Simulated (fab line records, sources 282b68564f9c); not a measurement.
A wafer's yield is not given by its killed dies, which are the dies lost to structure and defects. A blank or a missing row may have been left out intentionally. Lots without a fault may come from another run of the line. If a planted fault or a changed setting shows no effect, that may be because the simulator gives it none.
A lot that was struck, set against a sound lot    flow rit cmos    44 out of 202 route steps
Sound: these wafers, L777.2, L777.5, L777.6. Wafers struck: L792.2, L792.5, L792.6. The cause is named last.
Order at every step that has rows: each side's tool, ch and its chambers, its first start. Under that, the readings that differ: sound wafers    struck wafers    difference of the means    sigmas: that difference in standard deviations of wafers without a fault.
alike: words and numbers the same on both sides, and readings whose means are apart by under 2 such deviations; not compared: readings that were withheld, readings missing a value for some wafer, numbers with overlapping values and no deviation given by the record, and bounds like >300 which may hide the same value.
Wherever a step has rows on one side only, a row that says differs or no value, or a row with sigmas, the two part there. Non-overlapping numbers with no deviation appear without sigmas and do not part them. A reading that every wafer of one side lacks parts them only if that side has two wafers or more.

first, 3 steps without rows for these wafers: RIT_REOX_CLEAN_01 (cleans in dHF, time 30 s); RIT_REOX_CLEAN_02 (cleans in SC2, time 600 s); RIT_REOX_OXIDATION_03 (target thk 25.2 nm, ox time 5580 s).
RIT_REOX_THK_MEAS_04:
  sound on film metro-03 at day 3 04:04; struck on film metro-01 at day 6 10:14
  alike: REOX_OXIDE_THK
then, 6 steps without rows for these wafers: RIT_NLDD_HMDS_00 (prime time 60 s); RIT_NLDD_COAT_01 (resist thk 1000 nm); RIT_NLDD_SOFTBAKE_02 (time 60 s); RIT_NLDD_EXPOSE_03 (exposes mask M7, target cd 40700 nm); RIT_NLDD_PEB_04; RIT_NLDD_DEVELOP_05 (develop time 50 s).
RIT_NLDD_OVL_MEAS_06:
  sound on overlay-01 at day 3 04:58; struck on overlay-01 at day 6 11:16
  alike: NLDD_OVL
then, 1 step without rows for these wafers: RIT_NLDD_HARDBAKE_07 (time 60 s).
RIT_NLDD_IMPLANT_08:
  sound on implanter-02 ch 0, day 3 05:10; struck on implanter-01 ch 0, day 6 11:29
reading             sound                      struck                       difference  sigmas
dose ions cm2       4.999e+14 5e+14 5.001e+14  3.199e+14 3.2e+14 3.197e+14  -1.801e+14  -99 or more
faraday current uA  1561 1561 1561             995 1014 1007                -556        -22
  alike: beam energy keV
RIT_NLDD_STRIP_09: strips in O2, time 180 s.
  sound on plasma asher-03 ch 0,1, day 3 05:18; struck on plasma asher-04 ch 0,1, day 6 11:36
reading                      sound        struck       difference  sigmas
drypump motor current A (A)  5.2 5.5 5.2  6.2 5.7 6.2  +0.7        +2
rf refl power W (W)          8.6 6.9 8.3  6.7 7.0 6.6  -1.2        -2
  alike: o2 flow sccm
  not compared: rf hours counter h
RIT_NLDD_TW_MEAS_10:
  sound on film metro-04 at day 3 05:29; struck on film metro-03 at day 6 11:47
reading  sound           struck          difference  sigmas
NLDD_TW  2482 2462 2496  2164 2156 2179  -314        -14
then, 6 steps without rows for these wafers: RIT_PLDD_HMDS_00 (prime time 60 s); RIT_PLDD_COAT_01 (resist thk 1000 nm); RIT_PLDD_SOFTBAKE_02 (time 60 s); RIT_PLDD_EXPOSE_03 (exposes mask M8, target cd 40900 nm); RIT_PLDD_PEB_04; RIT_PLDD_DEVELOP_05 (develop time 50 s).
RIT_PLDD_OVL_MEAS_06:
  sound on overlay-01 at day 3 06:23; struck on overlay-01 at day 6 13:01
  alike: PLDD_OVL
then, 2 steps without rows for these wafers: RIT_PLDD_HARDBAKE_07 (time 60 s); RIT_PLDD_IMPLANT_08.
RIT_PLDD_STRIP_09: strips in O2, time 180 s.
  sound on plasma asher-04 ch 0,1, day 3 06:43; struck on plasma asher-04 ch 0,1, day 6 13:21
  alike: drypump motor current A, o2 flow sccm, rf refl power W
  not compared: rf hours counter h
RIT_PLDD_TW_MEAS_10:
  sound on film metro-02 at day 3 06:54; struck on film metro-03 at day 6 13:32
reading  sound           struck          difference  sigmas
PLDD_TW  2344 2352 2351  2303 2283 2317  -48         -2
then, 4 steps without rows for these wafers: RIT_SPACER_CLEAN_00 (cleans in SC1, time 600 s); RIT_SPACER_CLEAN_01 (cleans in dHF, time 30 s); RIT_SPACER_CLEAN_02 (cleans in SC2, time 600 s); RIT_SPACER_CVD_03 (deposits Si3N4 from SiH2Cl2/NH3, target thk 250 nm, time 3300 s).
RIT_SPACER_THK_MEAS_04:
  sound on film metro-01 at day 3 09:22; struck on film metro-01 at day 6 16:52
reading                  sound              struck             difference  sigmas
SPACER_NITRIDE_THK (nm)  250.6 246.8 248.9  255.9 257.0 254.6  +7.1        +3
RIT_SPACER_ETCHBACK_05: etches Si3N4 in SF6/CHF3, stops on SiO2, target depth 250 nm, time 240 s.
  sound on rie diel-04 ch 0,1,2, day 3 09:25; struck on rie diel-03 ch 1,2, day 6 16:55
  alike: drypump motor current A, oes product au, throttle valve pct
  not compared: rf hours counter h
then, 6 steps without rows for these wafers: RIT_NSD_HMDS_00 (prime time 60 s); RIT_NSD_COAT_01 (resist thk 1000 nm); RIT_NSD_SOFTBAKE_02 (time 60 s); RIT_NSD_EXPOSE_03 (exposes mask M9, target cd 40700 nm); RIT_NSD_PEB_04; RIT_NSD_DEVELOP_05 (develop time 50 s).
RIT_NSD_OVL_MEAS_06:
  sound on overlay-01 at day 3 10:26; struck on overlay-01 at day 6 17:55
  alike: NSD_OVL
then, 2 steps without rows for these wafers: RIT_NSD_HARDBAKE_07 (time 60 s); RIT_NSD_IMPLANT_08.
RIT_NSD_STRIP_09: strips in O2, time 180 s.
  sound on plasma asher-02 ch 0,1, day 3 10:46; struck on plasma asher-03 ch 0,1, day 6 18:14
  alike: drypump motor current A, o2 flow sccm, rf refl power W
  not compared: rf hours counter h
RIT_SDANNEAL_RS_MEAS_07: measurement is done with a four-point probe.
  sound on film metro-03 at day 3 13:15; struck on film metro-04 at day 6 20:52
reading           sound              struck             difference  sigmas
NLDD_RS (ohm/sq)  151.2 151.5 151.2  215.1 214.8 214.8  +63.6       +99 or more
RIT_M1_PROBE_99:
  sound on prober-01 at day 3 20:20; struck on prober-01 at day 7 03:53
reading                              sound              struck             difference  sigmas
model.etest.nmos_0p15.r on ohm um    1135 1211 1166     1359 1344 1342     +178        
model.etest.nmos_0p3.r on ohm um     2159 2186 2190     2388 2374 2391     +206        
model.etest.nldd.rs ohm sq           378.7 378.9 380.6  525 529.6 521.3    +146        
model.etest.nmos turned.drive ua um  330.3 324.6 324.5  211.8 212.1 215    -113.5      
model.etest.nmos_0p15.drive ua um    470.2 460 459.2    405.5 397.4 409.2  -59.1       
model.etest.nldd.line ohm um         119.6 118.4 119.5  164.5 164.4 163.5  +45.0       
model.etest.nmos narrow.drive ua um  231.6 231.3 227.5  215.9 213.2 212.8  -16.2       
model.etest.nmos_0p3.drive ua um     231.3 229.5 227.4  212.4 209.3 210.2  -18.8       
  alike: killed_at_M0_to_M3, killed at contacts, killed at front end, killed dies, killed open, killed short

WHERE THEY PART
First at RIT_NLDD_IMPLANT_08; last, within this record, at RIT_SDANNEAL_RS_MEAS_07. Later steps at which nothing parts them and some readings are alike: RIT_M1_PROBE_99.

WHY: what the simulator had put in
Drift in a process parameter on implanter-01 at RIT_NLDD_IMPLANT_08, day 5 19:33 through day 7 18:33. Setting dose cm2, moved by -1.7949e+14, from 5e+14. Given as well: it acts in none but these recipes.
